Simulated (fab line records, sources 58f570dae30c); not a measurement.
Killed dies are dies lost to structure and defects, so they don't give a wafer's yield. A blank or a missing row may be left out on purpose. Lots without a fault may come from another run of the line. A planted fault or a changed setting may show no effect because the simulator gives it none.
Which tool did it? | flow berkeley_cmos170 | 14 lots, 42 wafers sampled, at 4 steps of a route of 331

WHAT THE GAUGES READ, wafer by wafer
UCB170_GATE_THK_MEAS_05.
lot  | measured    | on            | GATE_POLY_THK (nm)
L765 | day 6 07:50 | film_metro-02 | 212.5 212.2 211.3
L766 | day 6 07:50 | film_metro-03 | 212.5 211.5 213.6
L768 | day 7 06:05 | film_metro-02 | 211.1 211.2 209.4
L771 | day 7 23:46 | film_metro-02 | 215.5 214.0 214.6
L772 | day 7 23:46 | film_metro-03 | 209.7 212.7 210.4
L773 | day 8 03:35 | film_metro-03 | 214.0 214.0 213.6
L774 | day 8 03:34 | film_metro-02 | 208.5 210.2 209.4
L775 | day 8 03:34 | film_metro-04 | 211.9 212.0 211.5
L776 | day 8 17:54 | film_metro-02 | 214.0 215.3 214.4
L777 | day 8 17:55 | film_metro-04 | 212.1 212.0 211.7
L779 | day 9 01:38 | film_metro-02 | 214.8 216.0 215.8
L780 | day 9 11:33 | film_metro-02 | 213.8 214.0 212.9
L781 | day 9 11:35 | film_metro-04 | 213.7 214.7 216.3
L782 | day 9 16:23 | film_metro-04 | 215.4 214.9 214.4

UCB170_SPACER_THK_MEAS_01.
lot  | measured     | on            | SPACER_TEOS_THK (nm)
L765 | day 6 15:22  | film_metro-02 | 378 375 378
L766 | day 6 15:22  | film_metro-03 | 370 377 375
L768 | day 7 13:10  | film_metro-01 | 371 372 374
L771 | day 8 06:26  | film_metro-01 | 375 371 383
L772 | day 8 05:44  | film_metro-02 | 377 379 388
L773 | day 8 10:02  | film_metro-02 | 371 370 375
L774 | day 8 09:28  | film_metro-01 | 374 377 384
L775 | day 8 09:01  | film_metro-02 | 369 363 375
L776 | day 9 00:36  | film_metro-02 | 376 372 386
L777 | day 9 00:53  | film_metro-01 | 369 376 369
L779 | day 9 06:52  | film_metro-02 | 370 375 375
L780 | day 9 19:31  | film_metro-01 | 367 371 382
L781 | day 9 20:30  | film_metro-03 | 379 376 383
L782 | day 10 02:49 | film_metro-02 | 371 379 380

UCB170_V2_CD_MEAS_90: target cd 700 nm.
lot  | measured     | on        | cd_nm (nm)
L765 | day 7 23:47  | cd_sem-01 | 699.8 698.9 698.1
L766 | day 7 23:38  | cd_sem-01 | 700.3 701.0 700.7
L768 | day 8 17:59  | cd_sem-01 | 700.3 700.1 699.8
L771 | day 9 19:23  | cd_sem-01 | 699.3 701.2 700.1
L772 | day 9 20:23  | cd_sem-02 | 697.9 698.3 697.2
L773 | day 9 20:40  | cd_sem-01 | 700.8 699.3 698.4
L774 | day 9 20:23  | cd_sem-01 | 702.2 698.7 701.7
L775 | day 9 20:56  | cd_sem-01 | 698.9 697.8 697.0
L776 | day 10 17:41 | cd_sem-01 | 701.5 701.4 702.1
L777 | day 10 14:53 | cd_sem-01 | 700.8 702.0 701.3
L779 | day 10 14:59 | cd_sem-02 | 698.1 699.3 698.5
L780 | day 11 02:05 | cd_sem-01 | 696.9 698.0 698.4
L781 | day 11 06:21 | cd_sem-02 | 699.5 699.1 698.4
L782 | day 11 06:39 | cd_sem-01 | 698.5 700.2 699.1

WHICH TOOL RAN EACH LOT (tool, then ch and the chambers of the sampled wafers, then the start)
lot  | UCB170_SACOX_OXIDATION_01
L765 | furnace-02 ch 0, day 5 02:10
L766 | furnace-04 ch 0, day 5 07:13
L768 | furnace-04 ch 0, day 5 21:40
L771 | furnace-03 ch 0, day 6 17:22
L772 | furnace-03 ch 0, day 6 21:52
L773 | furnace-04 ch 0, day 7 07:18
L774 | furnace-04 ch 0, day 7 07:18
L775 | furnace-04 ch 0, day 7 07:18
L776 | furnace-04 ch 0, day 7 18:30
L777 | furnace-04 ch 0, day 7 18:30
L779 | furnace-04 ch 0, day 8 03:31
L780 | furnace-04 ch 0, day 8 13:12
L781 | furnace-04 ch 0, day 8 13:12
L782 | furnace-02 ch 0, day 8 19:12
- UCB170_SACOX_OXIDATION_01: target thk 14.4 nm, ox time 2400 s.

WHAT THE TOOLS THEMSELVES READ (means of the sampled wafers that have a number; where no wafer has one, the mark that the record gives instead)
UCB170_SACOX_OXIDATION_01.
lot  | tool       | spike_tc_centre_C (C) | spike_tc_load_C (C) | spike_tc_source_C (C) | tube_center_temp_C (C) | tube_center_temp_C_max | zone_power_centre_pct (%) | zone_power_source_pct (%)
L765 | furnace-02 | 901.9                 | 924.3               | 923.0                 | 899.93                 | 902.0                  | 45                        | 24.7
L766 | furnace-04 | 902.9                 | 924.1               | 927.1                 | 899.96                 | 902.2                  | 47                        | 27.5
L768 | furnace-04 | 901.8                 | 924.2               | 927.6                 | 900.04                 | 902.9                  | 47                        | 27.3
L771 | furnace-03 | 902.5                 | 921.7               | 920.4                 | 900.07                 | 902.6                  | 39                        | 27.4
L772 | furnace-03 | 901.8                 | 921.8               | 922.5                 | 899.97                 | 902.7                  | 40                        | 27.4
L773 | furnace-04 | 901.6                 | 923.7               | 926.2                 | 900.02                 | 902.1                  | 47                        | 27.5
L774 | furnace-04 | 902.6                 | 923.8               | 927.5                 | 899.95                 | 902.9                  | 47                        | 27.4
L775 | furnace-04 | 901.1                 | 925.6               | 927.0                 | 900.01                 | 902.0                  | 47                        | 27.2
L776 | furnace-04 | 901.5                 | 925.4               | 926.3                 | 900.00                 | 902.3                  | 47                        | 27.7
L777 | furnace-04 | 902.0                 | 925.3               | 926.6                 | 900.00                 | 902.4                  | 47                        | 27.2
L779 | furnace-04 | 901.9                 | 924.4               | 927.5                 | 900.03                 | 902.8                  | 47                        | 27.3
L780 | furnace-04 | 907.7                 | 930.4               | 933.5                 | 906.34                 | 908.8                  | 47                        | 28.2
L781 | furnace-04 | 907.8                 | 931.4               | 933.6                 | 906.35                 | 908.5                  | 47                        | 27.7
L782 | furnace-02 | 902.1                 | 924.2               | 923.1                 | 900.05                 | 902.6                  | 46                        | 24.9

THE ANSWER, worked out from the rows above alone
Rule: what is usual is taken from the lots themselves. Put in order of their means at a reading, lots are off if they are a third of the lots or fewer, leave a main group of 4 or more, and stand apart from it by a gap of 3 or more times the standard deviation of the main group's means; of several such gaps the widest counts. A main group whose means are all the same, to the digits that the tables above print for the reading, isn't used. A lot without any number at a reading at which 4 lots or more have one is off too. The other lots that the step has rows for count as sound. The gauges are gone through in route order, then the tools' own readings, and for those a lot's mean is taken as printed above. The first step at which some lot is off is used, and at that step the reading that is off furthest; a lot without a number counts as furthest.
Off: L780, L781, at UCB170_SACOX_OXIDATION_01 (tube_center_temp_C). The main group: mean 900.00 C, standard deviation 0.041.
A tool fits if, at that step or a process step before it, it ran every lot that is off, and no sound lot after the first of them. One fits: furnace-04 at UCB170_SACOX_OXIDATION_01. Its last sound lot is L779 (day 8 03:31), its first lot that is off L780 (day 8 13:12): a fault that began between those two fits.
The tool's own readings at UCB170_SACOX_OXIDATION_01 bear it out: on the lots that are off they differ by more than 5 times the standard deviation of the sound lots' means. spike_tc_centre_C reads 907.8 C there against 902.0 C on the sound lots; spike_tc_load_C reads 930.9 C there against 924.0 C on the sound lots; tube_center_temp_C reads 906.35 C there against 900.00 C on the sound lots; tube_center_temp_C_max reads 908.6 there against 902.5 on the sound lots.

WHAT THE SIMULATOR HAD PUT IN
Process parameter drift: furnace-04, from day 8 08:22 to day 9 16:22, at UCB170_SACOX_OXIDATION_01. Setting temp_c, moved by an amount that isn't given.
Lots struck among those shown: L780, L781. The rule above found the same.
